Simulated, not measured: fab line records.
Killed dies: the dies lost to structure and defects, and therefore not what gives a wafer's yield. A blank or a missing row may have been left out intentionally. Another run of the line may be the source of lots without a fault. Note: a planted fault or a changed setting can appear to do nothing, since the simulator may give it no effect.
fab line records	flow berkeley_cmos170	part 1 of 2: steps 1 to 28 of 40
record lots=5	wafers=15	last_day=13
route steps=331 shown M1@244 V1@254 M2@271
lots with no fault: from the same line, run without faults
start_h: hours from the record's first day to the start of the lot's first wafer shown	wait_h: hours since the lot's step before	" identical to the entry in the row above	L1.1+2: one row covering several wafers at once	- either no value or no given start	* or withheld: withheld	< > ~ a bound
route shown NAME@n: NAME is a module with steps in the file, n the number in the route of the first one	usual: mean/standard deviation of fault-free wafers	same: alike in all rows	chamber/n: place in a boat	sites: per-site readings	_std_site: the standard deviation of these	_edge_site: the outer-site mean with the inner-site mean subtracted	radius_mm: for every site, how far away it sits from the centre of the wafer	mask NAME#n: copy n	behind: the tool/chamber that last shaped the wafer	hold: the reason the lot was held/the length of the hold in hours/how it ended	device: names the non-switching transistor (n, p or np)	end of line: the same wafers' tests at the end of the route	step lacking rows: just its recipe	killed: dies lost to structure and defects at the first sort, not the wafer's yield	map: a wafer's dies, x killed, . not, _ none there
set.NAME: setting as actually run; set.NAME@STEP: the setting as run at that earlier step	model.NAME: the simulator's own value behind a step, which no gauge read
certain route steps with their lots: each step a table, each wafer a row
services: from which hour (start_h, from the record's first day; less than 0 if before it) a tool's chamber was out of use, for how many hours, and why
## steps
# step UCB170_M1_EXPOSE_06
# recipe mask_id=METAL1	target_cd_nm=700	na=0.5	sigma_outer=0.6	source_shape=conventional	dose_mj=21
lot.wafer	tool	chamber	start_h	wait_h	mask
L083.3+4+5	krf_scanner-01	0	221.76	-	METAL1#0
L086.2+5+6	krf_scanner-02	0	249.67	-	METAL1#0
L088.1+5+6	krf_scanner-01	0	250.32	-	METAL1#0
L091.1+3+5	krf_scanner-01	0	263.51	-	METAL1#0
L094.3+4+6	krf_scanner-01	0	290.87	-	METAL1#0
# step UCB170_M1_PEB_07
# recipe peb_temp_c=130	peb_time_s=withheld	resist=KrF
lot.wafer	tool	chamber	start_h	wait_h
L083.3+4+5	litho_track-04	0	221.92	0.1
L086.2+5+6	litho_track-01	0	250.00	0.3
L088.1+5+6	litho_track-01	0	250.52	0.2
L091.1+3+5	litho_track-02	0	263.62	0.1
L094.3+4+6	litho_track-01	0	290.99	0.1
# step UCB170_M1_DEVELOP_08
# recipe developer=TMAH	develop_time_s=45	resist=KrF	dev_temp_c=21
lot.wafer	tool	chamber	start_h	wait_h
L083.3+4+5	litho_track-04	0	-	-
L086.2+5+6	litho_track-01	0	-	-
L088.1+5+6	litho_track-01	0	-	-
L091.1+3+5	litho_track-02	0	-	-
L094.3+4+6	litho_track-01	0	-	-
# step UCB170_M1_CD_MEAS_09
# recipe target_cd_nm=700
# usual cd_nm=700.1/1.7
lot.wafer	tool	chamber	start_h	wait_h	cd_nm
L083.3	cd_sem-01	-	222.18	-	700.7
L083.4	"	-	"	"	701.6
L083.5	"	-	"	"	700.9
L086.2	cd_sem-01	-	250.27	-	699.1
L086.5	"	-	"	"	698.4
L086.6	"	-	"	"	698.4
L088.1	cd_sem-02	-	250.80	-	696.6
L088.5	"	-	"	"	696.6
L088.6	"	-	"	"	699.9
L091.1	cd_sem-01	-	263.90	-	700.9
L091.3	"	-	"	"	701.0
L091.5	"	-	"	"	702.2
L094.3	cd_sem-01	-	291.26	-	698.3
L094.4	"	-	"	"	697.6
L094.6	"	-	"	"	697.2
# step UCB170_M1_OVL_MEAS_10
# usual M1_OVL=-3/5.8
lot.wafer	tool	chamber	start_h	wait_h	M1_OVL[nm]
L083.3	overlay-02	-	222.27	0.1	10
L083.4	"	-	"	"	8
L083.5	"	-	"	"	3
L086.2	overlay-01	-	250.38	0.1	-3
L086.5	"	-	"	"	-8
L086.6	"	-	"	"	-5
L088.1	overlay-02	-	250.92	0.1	2
L088.5	"	-	"	"	-4
L088.6	"	-	"	"	2
L091.1	overlay-01	-	264.02	0.1	0
L091.3	"	-	"	"	-1
L091.5	"	-	"	"	-5
L094.3	overlay-02	-	291.35	0.1	-9
L094.4	"	-	"	"	-3
L094.6	"	-	"	"	-2
# step UCB170_M1_ETCH_11
# recipe chemistry=N2/H2	target_depth_a=withheld	overetch_a=withheld	target=BARC	time_s=withheld	source_w=500	bias_w=100	pressure_mtorr=31.23	n2_flow_sccm=100	h2_flow_sccm=200
# usual chamber_pressure_mTorr=31.23/0.047	drypump_motor_current_A=5.6/0.41	oes_product_au=0.994/0.025	throttle_valve_pct=12.94/0.16
lot.wafer	tool	chamber	start_h	wait_h	chamber_pressure_mTorr	drypump_motor_current_A	oes_product_au	throttle_valve_pct
L083.3	rie_diel-02	2	222.30	0.0	31.21	5.8	0.990	13.09
L083.4	"	1	"	"	31.27	5.5	1.005	13.29
L083.5	"	1	"	"	31.18	5.5	1.003	13.30
L086.2	rie_diel-01	0	250.41	0.0	31.23	6.2	0.939	12.94
L086.5	"	1	"	"	31.21	6.0	0.975	12.84
L086.6	"	2	"	"	31.23	4.9	0.989	12.73
L088.1	rie_diel-02	2	250.96	0.0	31.22	5.8	1.005	13.09
L088.5	"	3	"	"	31.26	4.9	1.042	12.87
L088.6	"	1	"	"	31.23	5.5	1.022	13.30
L091.1	rie_diel-04	1	264.05	0.0	31.20	5.6	0.997	12.91
L091.3	"	0	"	"	31.20	6.2	1.024	12.83
L091.5	"	0	"	"	31.24	6.1	1.024	12.83
L094.3	rie_diel-02	1	291.38	0.0	31.26	5.5	1.013	13.31
L094.4	"	3	"	"	31.28	4.9	1.038	12.87
L094.6	"	2	"	"	31.22	5.8	0.980	13.12
# step UCB170_M1_METAL_ETCH_12
# recipe chemistry=Cl2/BCl3	target=Al	stop_on=PSG	pressure_mtorr=12	target_depth_a=7800	over_etch_frac=0.3	time_s=130	icp_w=600	bias_w=120	Cl2_flow_sccm=90	bcl3_flow_sccm=45
# usual chamber_pressure_mTorr=12.001/0.011	drypump_motor_current_A=5.6/0.35	oes_product_au=0.860/0.0097	throttle_valve_pct=24.43/0.072
# same over_etch_frac=0.3
lot.wafer	tool	chamber	start_h	wait_h	chamber_pressure_mTorr	drypump_motor_current_A	oes_product_au	rf_hours_counter_h	throttle_valve_pct
L083.3	rie_metal-04	0	222.43	-	12.012	5.1	0.853	-	24.43
L083.4	"	0	"	"	11.969	5.1	0.851	-	24.44
L083.5	"	0	"	"	11.983	5.0	0.847	-	24.43
L086.2	rie_metal-03	1	250.45	-	11.991	5.5	0.855	8	24.40
L086.5	"	0	"	"	12.010	5.7	0.876	-	24.52
L086.6	"	1	"	"	11.996	5.4	0.855	-	24.37
L088.1	rie_metal-01	0	251.00	-	11.998	5.9	0.860	10	24.40
L088.5	"	0	"	"	11.987	5.9	0.864	-	24.42
L088.6	"	1	"	"	12.014	5.7	0.860	-	24.55
L091.1	rie_metal-01	0	264.10	-	11.997	5.9	0.861	10	24.40
L091.3	"	1	"	"	12.000	5.7	0.852	-	24.57
L091.5	"	1	"	"	12.024	5.7	0.844	-	24.57
L094.3	rie_metal-03	0	291.46	-	11.999	5.7	0.864	-	24.51
L094.4	"	1	"	"	12.006	5.5	0.845	-	24.40
L094.6	"	0	"	"	12.002	5.7	0.865	-	24.49
# step UCB170_M1_STRIP_13
# recipe chemistry=O2	power_w=400	pressure_mtorr=3500	platen_temp_c=withheld	o2_flow_sccm=400	overash_fraction=0.5
# usual chamber_pressure_mTorr=3500/3.4	drypump_motor_current_A=5.54/0.29	oes_product_au=0.721/0.0044
lot.wafer	tool	chamber	start_h	wait_h	chamber_pressure_mTorr	drypump_motor_current_A	oes_product_au	rf_hours_counter_h
L083.3	plasma_asher-01	1	222.64	0.2	3500	5.38	0.723	-
L083.4	"	0	"	"	3506	6.09	0.715	-
L083.5	"	1	"	"	3502	5.37	0.719	-
L086.2	plasma_asher-02	1	250.58	0.1	3501	5.30	0.721	55
L086.5	"	1	"	"	3503	5.29	0.710	-
L086.6	"	0	"	"	3505	5.84	0.711	-
L088.1	plasma_asher-02	1	251.18	0.1	3502	5.27	0.720	55
L088.5	"	1	"	"	3503	5.28	0.725	-
L088.6	"	0	"	"	3501	5.84	0.714	-
L091.1	plasma_asher-03	1	264.23	0.1	3500	5.55	0.726	15
L091.3	"	1	"	"	3496	5.54	0.725	-
L091.5	"	0	"	"	3503	5.19	0.719	-
L094.3	plasma_asher-03	0	291.58	0.1	3496	5.19	0.719	-
L094.4	"	1	"	"	3505	5.58	0.728	-
L094.6	"	0	"	"	3501	5.22	0.720	-
# step UCB170_M1_CD_MEAS_90
# recipe target_cd_nm=700
# usual cd_nm=699/3.8
lot.wafer	tool	chamber	start_h	wait_h	cd_nm
L083.3	cd_sem-02	-	222.75	0.1	703
L083.4	"	-	"	"	701
L083.5	"	-	"	"	699
L086.2	cd_sem-02	-	250.70	0.1	692
L086.5	"	-	"	"	699
L086.6	"	-	"	"	694
L088.1	cd_sem-02	-	251.28	0.1	692
L088.5	"	-	"	"	693
L088.6	"	-	"	"	695
L091.1	cd_sem-01	-	264.33	0.1	700
L091.3	"	-	"	"	695
L091.5	"	-	"	"	697
L094.3	cd_sem-01	-	291.69	0.1	698
L094.4	"	-	"	"	696
L094.6	"	-	"	"	699
# step UCB170_M1_ANNEAL_14
# recipe temp_c=400	time_s=1200	ambient=forming_gas
# usual tube_center_temp_C_max=401.02/0.16
lot.wafer	tool	chamber	start_h	wait_h	tube_center_temp_C_max
L083.3	furnace-03	0	223.45	0.7	401.16
L083.4	"	0	"	"	401.10
L083.5	"	0	"	"	401.37
L086.2	furnace-03	0	250.80	0.1	400.85
L086.5	"	0	"	"	400.85
L086.6	"	0	"	"	400.89
L088.1	furnace-03	0	252.13	0.8	400.90
L088.5	"	0	"	"	401.05
L088.6	"	0	"	"	400.92
L091.1	furnace-03	0	264.81	0.5	401.04
L091.3	"	0	"	"	401.15
L091.5	"	0	"	"	400.83
L094.3	furnace-03	0	291.77	0.1	400.75
L094.4	"	0	"	"	400.88
L094.6	"	0	"	"	401.22
# step UCB170_V1_CVD_00
# recipe material=SiO2	target_thk_nm=2000	temp_c=390	precursor=TEOS/O2	time_s=250	rf_w=550	pressure_mtorr=9000
# usual heater_power_w=245/52
lot.wafer	tool	chamber	start_h	wait_h	heater_power_w
L083.3	pecvd-04	2	224.78	0.0	344
L083.4	"	2	"	"	261
L083.5	"	1	"	"	237
L086.2	pecvd-02	2	252.13	0.0	251
L086.5	"	2	"	"	202
L086.6	"	1	"	"	149
L088.1	pecvd-04	2	253.47	0.0	301
L088.5	"	1	"	"	245
L088.6	"	2	"	"	359
L091.1	pecvd-02	2	266.15	0.0	292
L091.3	"	1	"	"	152
L091.5	"	2	"	"	205
L094.3	pecvd-04	1	293.10	0.0	266
L094.4	"	2	"	"	256
L094.6	"	1	"	"	335
# step UCB170_V1_THK_MEAS_01
# recipe reads=SiO2_of_V1_CVD_00
# usual V1_TEOS_THK=2006/27
lot.wafer	tool	chamber	start_h	wait_h	V1_TEOS_THK[nm]
L083.3	film_metro-01	-	224.96	0.1	1971
L083.4	"	-	"	"	1977
L083.5	"	-	"	"	2007
L086.2	film_metro-03	-	252.30	0.1	1951
L086.5	"	-	"	"	2000
L086.6	"	-	"	"	2024
L088.1	film_metro-03	-	253.62	0.1	1997
L088.5	"	-	"	"	2027
L088.6	"	-	"	"	1991
L091.1	film_metro-03	-	266.30	0.1	1997
L091.3	"	-	"	"	2009
L091.5	"	-	"	"	1988
L094.3	film_metro-01	-	293.28	0.1	1961
L094.4	"	-	"	"	2009
L094.6	"	-	"	"	2024
# step UCB170_V1_CMP_02
# recipe material=SiO2	down_force_psi=6	platen_rpm=60	pad_velocity_m_s=0.75398
# usual motor_current_A=16.5/1.9
lot.wafer	tool	chamber	start_h	wait_h	motor_current_A
L083.3	cmp-02	3	225.10	0.1	14.2
L083.4	"	0	"	"	16.9
L083.5	"	1	"	"	15.9
L086.2	cmp-01	1	252.40	0.1	13.6
L086.6	"	0	"	"	16.0
L086.5	"	1	"	"	13.8
L088.1	cmp-02	2	253.83	0.2	17.6
L088.6	"	3	"	"	14.5
L088.5	"	0	"	"	16.8
L091.1	cmp-01	1	266.36	0.1	14.1
L091.3	"	3	"	"	19.9
L091.5	"	1	"	"	13.8
L094.3	cmp-02	1	293.32	0.0	14.9
L094.4	"	2	"	"	17.7
L094.6	"	1	"	"	14.6
# step UCB170_V1_BOW_MEAS_03
# recipe mode=bow
# usual V1_BOW=19/6.7
lot.wafer	tool	chamber	start_h	wait_h	V1_BOW[um]
L083.3	film_metro-03	-	225.34	0.2	21
L083.4	"	-	"	"	25
L083.5	"	-	"	"	16
L086.2	film_metro-01	-	252.67	0.2	9
L086.5	"	-	"	"	21
L086.6	"	-	"	"	9
L088.1	film_metro-04	-	253.98	0.1	17
L088.5	"	-	"	"	12
L088.6	"	-	"	"	14
L091.1	film_metro-03	-	266.66	0.2	32
L091.3	"	-	"	"	32
L091.5	"	-	"	"	24
L094.3	film_metro-01	-	293.66	0.3	17
L094.4	"	-	"	"	13
L094.6	"	-	"	"	13
# step UCB170_V1_THK_MEAS_04
# recipe reads=SiO2_of_V1_CVD_00
# usual V1_POLISHED_THK=1000.0/1.7
lot.wafer	tool	chamber	start_h	wait_h	V1_POLISHED_THK[nm]
L083.3	film_metro-03	-	225.44	0.1	1001.7
L083.4	"	-	"	"	995.8
L083.5	"	-	"	"	999.6
L086.2	film_metro-01	-	252.78	0.1	999.6
L086.5	"	-	"	"	999.8
L086.6	"	-	"	"	1000.9
L088.1	film_metro-04	-	254.10	0.1	999.1
L088.5	"	-	"	"	999.0
L088.6	"	-	"	"	1002.8
L091.1	film_metro-03	-	266.78	0.1	998.8
L091.3	"	-	"	"	1000.0
L091.5	"	-	"	"	999.8
L094.3	film_metro-01	-	293.76	0.1	1000.7
L094.4	"	-	"	"	996.0
L094.6	"	-	"	"	1000.3
# step UCB170_V1_CLEAN_05
# recipe chemistry=DIW
lot.wafer	tool	chamber	start_h	wait_h
L083.3+4+5	wet_bench-02	2	227.37	1.9
L086.2+5+6	wet_bench-02	0	252.83	0.0
L088.1+5+6	wet_bench-03	1	254.29	0.2
L091.1+3+5	wet_bench-04	2	266.86	0.1
L094.3+4+6	wet_bench-03	3	294.40	0.6
# step UCB170_V1_HMDS_06
# recipe prime_time_s=60	prime_temp_c=100
# usual prime_temp_c=99.98/0.12
lot.wafer	tool	chamber	start_h	wait_h	prime_temp_c
L083.3	litho_track-03	0	228.04	0.5	99.90
L083.4	"	0	"	"	99.95
L083.5	"	0	"	"	99.97
L086.2	litho_track-03	0	253.03	0.0	100.24
L086.5	"	0	"	"	99.80
L086.6	"	0	"	"	99.98
L088.1	litho_track-04	0	254.46	0.0	99.76
L088.5	"	0	"	"	99.93
L088.6	"	0	"	"	99.87
L091.1	litho_track-04	0	267.07	0.0	100.00
L091.3	"	0	"	"	100.02
L091.5	"	0	"	"	100.07
L094.3	litho_track-02	0	295.44	0.9	99.75
L094.4	"	0	"	"	99.99
L094.6	"	0	"	"	100.02
# step UCB170_V1_COAT_07
# recipe resist=KrF	spin_rpm=1500	resist_thk_nm=900
lot.wafer	tool	chamber	start_h	wait_h
L083.3+4+5	litho_track-03	0	228.19	0.1
L086.2+5+6	litho_track-03	0	253.18	0.1
L088.1+5+6	litho_track-04	0	254.61	0.1
L091.1+3+5	litho_track-04	0	267.22	0.1
L094.3+4+6	litho_track-02	0	295.59	0.1
# step UCB170_V1_SOFTBAKE_08
# recipe resist=KrF	temp_c=130	time_s=60
lot.wafer	tool	chamber	start_h	wait_h
L083.3+4+5	litho_track-03	0	228.34	0.1
L086.2+5+6	litho_track-03	0	253.33	0.1
L088.1+5+6	litho_track-04	0	254.76	0.1
L091.1+3+5	litho_track-04	0	267.37	0.1
L094.3+4+6	litho_track-02	0	295.74	0.1
# step UCB170_V1_EXPOSE_09
# recipe mask_id=VIA1	target_cd_nm=700	na=0.5	sigma_outer=0.6	source_shape=conventional	dose_mj=37
lot.wafer	tool	chamber	start_h	wait_h	mask
L083.3+4+5	krf_scanner-02	0	228.67	0.3	VIA1#0
L086.2+5+6	krf_scanner-02	0	253.60	0.2	VIA1#0
L088.1+5+6	krf_scanner-01	0	255.30	0.5	VIA1#0
L091.1+3+5	krf_scanner-02	0	267.73	0.3	VIA1#0
L094.3+4+6	krf_scanner-02	0	296.00	0.2	VIA1#0
# step UCB170_V1_PEB_10
# recipe peb_temp_c=130	peb_time_s=withheld	resist=KrF
lot.wafer	tool	chamber	start_h	wait_h
L083.3+4+5	litho_track-04	0	229.04	0.4
L086.2+5+6	litho_track-02	0	253.72	0.1
L088.1+5+6	litho_track-03	0	255.42	0.1
L091.1+3+5	litho_track-03	0	267.84	0.1
L094.3+4+6	litho_track-02	0	296.79	0.8
# step UCB170_V1_DEVELOP_11
# recipe developer=TMAH	develop_time_s=45	resist=KrF	dev_temp_c=21
lot.wafer	tool	chamber	start_h	wait_h
L083.3+4+5	litho_track-04	0	-	-
L086.2+5+6	litho_track-02	0	-	-
L088.1+5+6	litho_track-03	0	-	-
L091.1+3+5	litho_track-03	0	-	-
L094.3+4+6	litho_track-02	0	-	-
# step UCB170_V1_CD_MEAS_12
# recipe target_cd_nm=700
# usual cd_nm=699.4/1.8
lot.wafer	tool	chamber	start_h	wait_h	cd_nm
L083.3	cd_sem-02	-	229.31	-	700.5
L083.4	"	-	"	"	700.6
L083.5	"	-	"	"	700.1
L086.2	cd_sem-02	-	253.99	-	700.6
L086.5	"	-	"	"	701.4
L086.6	"	-	"	"	700.6
L088.1	cd_sem-02	-	255.69	-	702.8
L088.5	"	-	"	"	702.0
L088.6	"	-	"	"	701.8
L091.1	cd_sem-02	-	268.12	-	701.3
L091.3	"	-	"	"	702.9
L091.5	"	-	"	"	703.1
L094.3	cd_sem-02	-	297.13	-	698.7
L094.4	"	-	"	"	699.5
L094.6	"	-	"	"	699.8
# step UCB170_V1_OVL_MEAS_13
# usual V1_OVL=2/5.2
lot.wafer	tool	chamber	start_h	wait_h	V1_OVL[nm]
L083.3	overlay-02	-	229.40	0.1	12
L083.4	"	-	"	"	14
L083.5	"	-	"	"	9
L086.2	overlay-02	-	254.10	0.1	-3
L086.5	"	-	"	"	4
L086.6	"	-	"	"	-3
L088.1	overlay-01	-	255.81	0.1	3
L088.5	"	-	"	"	1
L088.6	"	-	"	"	4
L091.1	overlay-01	-	268.24	0.1	5
L091.3	"	-	"	"	2
L091.5	"	-	"	"	5
L094.3	overlay-02	-	297.22	0.1	0
L094.4	"	-	"	"	4
L094.6	"	-	"	"	-3
# step UCB170_V1_ETCH_14
# recipe chemistry=CHF3/CF4/Ar	target=SiO2	stop_on=Al	CHF3_flow_sccm=45	cf4_flow_sccm=15	Ar_flow_sccm=150	pressure_mtorr=200	rf_w=700	target_depth_a=12500	over_etch_frac=0.25	time_s=291
# usual CHF3_flow_sccm=44.98/0.14	chamber_pressure_mTorr=200.00/0.19	drypump_motor_current_A=5.6/0.48	oes_product_au=0.871/0.014	throttle_valve_pct=6.92/0.13
# same over_etch_frac=0.25
lot.wafer	tool	chamber	start_h	wait_h	CHF3_flow_sccm	chamber_pressure_mTorr	drypump_motor_current_A	oes_product_au	rf_hours_counter_h	throttle_valve_pct
L083.3	rie_diel-03	3	229.42	0.0	45.21	200.04	5.5	0.860	0	6.89
L083.4	"	0	"	"	45.30	199.84	5.2	0.871	10	6.75
L083.5	"	2	"	"	45.07	199.70	5.8	0.881	-	7.07
L086.2	rie_diel-01	1	254.13	0.0	44.92	200.08	6.0	0.859	17	6.83
L086.5	"	1	"	"	44.91	200.08	6.0	0.861	-	6.81
L086.6	"	2	"	"	44.87	199.88	4.9	0.887	-	6.75
L088.1	rie_diel-02	2	255.85	0.0	45.33	200.32	5.8	0.861	96	7.07
L088.5	"	2	"	"	45.18	200.11	5.8	0.860	-	7.06
L088.6	"	3	"	"	44.80	200.13	4.9	0.898	-	6.93
L091.1	rie_diel-02	3	268.27	0.0	44.85	200.00	4.9	0.893	14	6.94
L091.3	"	2	"	"	44.95	199.84	5.8	0.861	97	7.07
L091.5	"	1	"	"	44.86	199.86	5.5	0.864	-	7.11
L094.3	rie_diel-03	0	297.25	0.0	44.97	199.77	5.2	0.866	13	6.75
L094.4	"	2	"	"	44.73	199.68	5.8	0.876	5	7.07
L094.6	"	0	"	"	45.15	200.17	5.3	0.863	-	6.75
# step UCB170_V1_STRIP_15
# recipe chemistry=O2	power_w=400	pressure_mtorr=3500	platen_temp_c=withheld	o2_flow_sccm=400	overash_fraction=0.5
# usual chamber_pressure_mTorr=3500/3.3	drypump_motor_current_A=5.7/0.32	oes_product_au=0.722/0.0043	strip_time_to_endpoint_s=15.36/0.19
lot.wafer	tool	chamber	start_h	wait_h	chamber_pressure_mTorr	drypump_motor_current_A	oes_product_au	rf_hours_counter_h	strip_time_to_endpoint_s
L083.3	plasma_asher-01	1	229.63	0.1	3501	5.4	0.720	-	15.47
L083.4	"	0	"	"	3495	6.1	0.720	-	15.59
L083.5	"	0	"	"	3498	6.1	0.725	-	15.18
L086.2	plasma_asher-03	1	254.31	0.1	3500	5.6	0.725	14	15.37
L086.5	"	1	"	"	3505	5.6	0.728	-	15.46
L086.6	"	0	"	"	3503	5.3	0.727	-	15.23
L088.1	plasma_asher-04	1	256.02	0.1	3502	6.0	0.724	50	15.10
L088.5	"	0	"	"	3496	5.5	0.720	-	14.93
L088.6	"	1	"	"	3503	6.0	0.726	-	14.95
L091.1	plasma_asher-04	1	268.45	0.1	3504	6.0	0.718	51	15.05
L091.3	"	0	"	"	3504	5.4	0.728	-	15.06
L091.5	"	1	"	"	3497	6.0	0.723	-	15.07
L094.3	plasma_asher-01	1	297.46	0.1	3500	5.4	0.725	-	15.71
L094.4	"	0	"	"	3503	6.0	0.719	-	15.31
L094.6	"	0	"	"	3493	6.0	0.724	-	15.78
# step UCB170_V1_CD_MEAS_90
# recipe target_cd_nm=700
# usual cd_nm=699.6/2
lot.wafer	tool	chamber	start_h	wait_h	cd_nm
L083.3	cd_sem-01	-	229.74	0.1	699.2
L083.4	"	-	"	"	700.6
L083.5	"	-	"	"	700.8
L086.2	cd_sem-01	-	254.43	0.1	702.0
L086.5	"	-	"	"	703.2
L086.6	"	-	"	"	700.6
L088.1	cd_sem-01	-	256.12	0.1	701.4
L088.5	"	-	"	"	700.7
L088.6	"	-	"	"	703.0
L091.1	cd_sem-01	-	268.55	0.1	703.1
L091.3	"	-	"	"	701.7
L091.5	"	-	"	"	705.2
L094.3	cd_sem-02	-	297.61	0.1	698.4
L094.4	"	-	"	"	700.7
L094.6	"	-	"	"	699.0
# step UCB170_M2_PRE_CLEAN_00
# recipe gas=Ar	preclean_etch_time_s=60
lot.wafer	tool	chamber	start_h	wait_h
L083.3+4+5	pvd_sputter-01	-	229.82	0.1
L086.2+5+6	pvd_sputter-02	-	254.53	0.1
L088.1+5+6	pvd_sputter-04	-	256.24	0.1
L091.1+3+5	pvd_sputter-02	-	268.67	0.1
L094.3+4+6	pvd_sputter-02	-	297.69	0.1
